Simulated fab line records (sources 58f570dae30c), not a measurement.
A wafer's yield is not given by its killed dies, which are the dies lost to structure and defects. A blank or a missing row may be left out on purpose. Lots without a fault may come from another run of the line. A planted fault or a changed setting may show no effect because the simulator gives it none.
A lot that was struck, set against a sound lot / flow berkeleyCmos170 / 26 out of 331 route steps
Sound: wafers L755.2, L755.3, L755.5. Wafers L757.1, L757.2, L757.3 were the ones struck. The cause is given at the end.
Order at every step that has rows: each side's tool, ch and its chambers, its first start. Under that, the readings that differ: sound wafers / struck wafers / difference of the means / sigmas: that difference in standard deviations of wafers without a fault.
alike: same words and numbers on both sides, and readings whose means sit less than 2 such deviations apart. not compared: any withheld reading, any reading some wafer has no value for, any bound like >300 that may hide the same value, and any number with overlapping values for which the record gives no deviation.
Wherever a step has rows on one side only, a row that says differs or no value, or a row with sigmas, the two part there. Non-overlapping numbers with no deviation appear without sigmas and do not part them. A reading that every wafer of one side lacks parts them only if that side has two wafers or more.

first, 3 steps without rows for these wafers: UCB170_PVT_EXPOSE_03 (exposes mask NWELL, target cd 3000 nm); UCB170_PVT_PEB_04; UCB170_PVT_DEVELOP_05 (develop time 45 s).
UCB170_PVT_OVL_MEAS_06:
  sound on overlay-01, day 7 21:08; struck on overlay-02, day 8 08:07
reading=PVT_OVL (nm); sound=2 -4 -6; struck=9 7 7; difference=+10; sigmas=+2
following that, these wafers have no rows for 1 step: UCB170_PVT_IMPLANT_07.
UCB170_PVT_STRIP_08: strips in O2.
  sound on plasmaAsher-01 ch 0,1, day 7 21:19; struck on plasmaAsher-02 ch 0,1, day 8 08:18
reading=stripTimeToEndpointS (s); sound=21.56 21.61 21.57; struck=21.69 21.74 21.76; difference=+0.15; sigmas=+2
  alike: drypumpMotorCurrentA, o2FlowSccm, oesProductAu
  not compared: rfHoursCounterH
UCB170_PVT_TW_MEAS_09:
  sound on filmMetro-01, day 7 21:26; struck on filmMetro-01, day 8 08:24
  alike: PVT_TW
then, 1 step without rows for these wafers: UCB170_GATE_WET_ETCH_00 (etches SiO2 in dHF, time 200 s).
UCB170_FIELD_THK_MEAS_91:
  sound on filmMetro-02, day 7 21:34; struck on filmMetro-02, day 8 08:31
  alike: FIELD_OXIDE_LEFT_2_THK
then, 1 step without rows for these wafers: UCB170_GATE_OXIDATION_01 (target thk 6.6 nm, ox time 1800 s).
UCB170_GATE_THK_MEAS_02:
  sound on filmMetro-03, day 8 01:37; struck on filmMetro-01, day 8 12:36
  alike: GATE_OXIDE_THK
then, 1 step without rows for these wafers: UCB170_GATE_ANNEAL_03 (time 1800 s).
UCB170_GATE_CVD_04: deposits poly-Si from SiH4, time 1440 s, target thk 214 nm.
  sound on lpcvd-01 ch 1, day 8 04:22; struck on lpcvd-02 ch 1, day 8 18:18
  alike: sih4FlowSccm
UCB170_GATE_THK_MEAS_05:
  sound on filmMetro-01, day 8 05:46; struck on filmMetro-01, day 8 19:42
reading=GATE_POLY_THK (nm); sound=217.6 218.2 217.8; struck=425.1 426.3 427.4; difference=+208.4; sigmas=+95
then, 6 steps without rows for these wafers: UCB170_GATE_COAT_06; UCB170_GATE_COAT_07 (resist thk 900 nm); UCB170_GATE_SOFTBAKE_08 (time 60 s); UCB170_GATE_EXPOSE_09 (exposes mask POLY, target cd 350 nm); UCB170_GATE_PEB_10; UCB170_GATE_DEVELOP_11 (develop time 45 s).
UCB170_GATE_CD_MEAS_12: the cd target is 350 nm.
  sound on cdSem-01, day 8 06:41; struck on cdSem-01, day 8 20:59
  alike: cdNm
UCB170_GATE_OVL_MEAS_13:
  sound on overlay-02, day 8 06:47; struck on overlay-02, day 8 21:06
  alike: GATE_OVL
UCB170_GATE_ETCH_14: etches BARC in N2/H2.
  sound on rieDiel-03 ch 0,1, day 8 06:49; struck on rieDiel-01 ch 0,1,3, day 8 21:08
  alike: drypumpMotorCurrentA, oesProductAu, rfFwdPowerW, throttleValvePct
UCB170_GATE_ETCH_15: etches poly-Si in HBr/Cl2, stops on SiO2, time 56.3 s, target depth 278.2 nm.
  sound on rieSi-01 ch 0,2,3, day 8 06:52; struck on rieSi-02 ch 0,2,3, day 8 21:10
reading=oesProductAu (a.u.); sound=0.853 0.827 0.851; struck=0.998 1.008 0.990; difference=+0.155; sigmas=+11
reading=model.etch.depthNm (nm); sound=217.6 218.2 217.8; struck=275.6 283.9 283.2; difference=+63.0; sigmas=
reading=model.GATE.featureDepthNm (nm); sound=217.6 218.2 217.9; struck=275.6 283.9 283.2; difference=+63.0; sigmas=
  alike: drypumpMotorCurrentA, rfFwdPowerW, throttleValvePct
  not compared: rfHoursCounterH
UCB170_GATE_STRIP_16: strips in O2.
  sound on plasmaAsher-01 ch 0,1, day 8 06:55; struck on plasmaAsher-03 ch 0,1, day 8 21:23
reading=o2FlowSccm (sccm); sound=397.9 396.7 400.3; struck=400.0 401.2 401.3; difference=+2.5; sigmas=+2
reading=model.poly-Si_of_GATE_CVD_04.thkNm (nm); sound=217.2 217.8 217.5; struck=424.6 425.8 427.3; difference=+208.4; sigmas=
  alike: drypumpMotorCurrentA, oesProductAu
  not compared: rfHoursCounterH
UCB170_GATE_CD_MEAS_90: the cd target is 350 nm.
  sound on cdSem-01, day 8 07:05; struck on cdSem-01, day 8 21:29
  alike: cdNm

== WHERE THEY PART ==
At UCB170_PVT_OVL_MEAS_06 first; at UCB170_GATE_STRIP_16 last (within this record only). Later steps at which nothing parts them and some readings are alike: UCB170_GATE_CD_MEAS_90.

WHY: what the simulator had put in
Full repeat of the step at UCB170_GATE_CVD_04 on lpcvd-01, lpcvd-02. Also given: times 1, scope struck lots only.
